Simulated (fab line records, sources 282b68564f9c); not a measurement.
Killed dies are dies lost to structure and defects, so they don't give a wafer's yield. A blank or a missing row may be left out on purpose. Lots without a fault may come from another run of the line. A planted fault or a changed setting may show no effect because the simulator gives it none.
A struck lot beside a sound one | flow rit_cmos | 18 steps out of a route of 202
Sound: wafers L751.3, L751.4, L751.6. Struck: wafers L765.1, L765.2, L765.5. The cause comes at the end.
At each step with rows: each side's tool, then ch and its chambers, then its first start. Under that, the readings that differ: sound wafers | struck wafers | difference of the means | sigmas: that difference in standard deviations of wafers without a fault.
alike: readings whose means differ by less than 2 such deviations, and words and numbers that are the same on both sides. not compared: withheld readings, readings that some wafer has no value for, bounds like >300 that may hide the same value, and numbers for which the record gives no deviation and whose values overlap.
The two part at a step that has a row with sigmas, a row that says differs or no value, or rows on one side only. Numbers that don't overlap but have no deviation are shown without sigmas and don't part them. A reading that every wafer of one side lacks parts them only if that side has two wafers or more.

first, 4 steps without rows for these wafers: RIT_PSD_SOFTBAKE_02 (time 60 s); RIT_PSD_EXPOSE_03 (exposes mask M10, target cd 40900 nm); RIT_PSD_PEB_04; RIT_PSD_DEVELOP_05 (develop time 50 s).
RIT_PSD_OVL_MEAS_06:
  sound on overlay-01, day 3 15:08; struck on overlay-01, day 6 14:25
  alike: PSD_OVL
then, 2 steps without rows for these wafers: RIT_PSD_HARDBAKE_07 (time 60 s); RIT_PSD_IMPLANT_08.
RIT_PSD_STRIP_09: strips in O2, time 180 s.
  sound on plasma_asher-04 ch 0,1, day 3 15:31; struck on plasma_asher-03 ch 0,1, day 6 14:45
  alike: drypump_motor_current_A
  not compared: rf_hours_counter_h
RIT_PSD_TW_MEAS_10:
  sound on film_metro-01, day 3 15:39; struck on film_metro-01, day 6 14:56
  alike: PSD_TW
then, 3 steps without rows for these wafers: RIT_SDANNEAL_CLEAN_00 (cleans in SC1, time 600 s); RIT_SDANNEAL_CLEAN_01 (cleans in dHF, time 30 s); RIT_SDANNEAL_CLEAN_02 (cleans in SC2, time 600 s).
RIT_SDANNEAL_RTA_03: time 5 s.
  sound on rtp_anneal-02 ch 0, day 3 16:06; struck on rtp_anneal-01 ch 0, day 6 15:23
  alike: wafer_temp_C_max
RIT_SDANNEAL_RS_MEAS_04: measures by four-point-probe.
  sound on film_metro-01, day 3 16:13; struck on film_metro-01, day 6 15:26
  reading         | sound             | struck            | difference | sigmas
  PSD_RS (ohm/sq) | 116.0 116.0 116.2 | 128.6 128.8 128.1 | +12.4      | +35
RIT_SDANNEAL_RS_MEAS_05: measures by four-point-probe.
  sound on film_metro-01, day 3 16:20; struck on film_metro-01, day 6 15:34
  alike: NSD_RS
RIT_SDANNEAL_RS_MEAS_06: measures by four-point-probe.
  sound on film_metro-01, day 3 16:28; struck on film_metro-01, day 6 15:41
  reading          | sound             | struck            | difference | sigmas
  PLDD_RS (ohm/sq) | 179.4 179.1 179.7 | 191.6 192.2 191.6 | +12.4      | +22
RIT_SDANNEAL_RS_MEAS_07: measures by four-point-probe.
  sound on film_metro-01, day 3 16:35; struck on film_metro-01, day 6 15:48
  alike: NLDD_RS
RIT_M1_PROBE_99:
  sound on prober-01, day 4 00:00; struck on prober-02, day 6 23:07
  reading                                           | sound               | struck               | difference | sigmas
  model.etest.pmos_turned.r_on_ohm_um               | 3340 3434 3338      | 3579 3533 3483       | +161       |
  model.etest.pmos_0p3.r_on_ohm_um                  | 6427 6633 6400      | 6351 6335 6247       | -176       |
  model.etest.pmos_0p15.drive_ua_um_rim_less_centre | 1.512 1.435 -1.572  | -49.21 -46.77 -48.96 | -48.77     |
  model.etest.pmos_0p15.drive_ua_um_range           | 4.533 3.654 3.034   | 49.84 47.74 51.09    | +45.82     |
  model.etest.pldd.rs_ohm_sq_rim_less_centre        | 0.4664 -1.741 5.765 | 42.83 39.5 41.36     | +39.73     |
  model.etest.pldd.rs_ohm_sq_range                  | 8.526 8.288 10.76   | 47.99 43.5 45.81     | +36.58     |
  model.etest.pmos_turned.drive_ua_um               | 197.8 192.1 197.7   | 179.3 182.1 186.4    | -13.3      |
  alike: killed_at_contacts, killed_at_front_end, killed_dies, killed_open, killed_short
  not compared: model.etest.pmos_0p15.r_on_ohm_um

WHERE THEY PART
First at RIT_SDANNEAL_RS_MEAS_04; last, within this record, at RIT_SDANNEAL_RS_MEAS_06. Later steps at which nothing parts them and some readings are alike: RIT_SDANNEAL_RS_MEAS_07, RIT_M1_PROBE_99.

WHY: what the simulator had put in
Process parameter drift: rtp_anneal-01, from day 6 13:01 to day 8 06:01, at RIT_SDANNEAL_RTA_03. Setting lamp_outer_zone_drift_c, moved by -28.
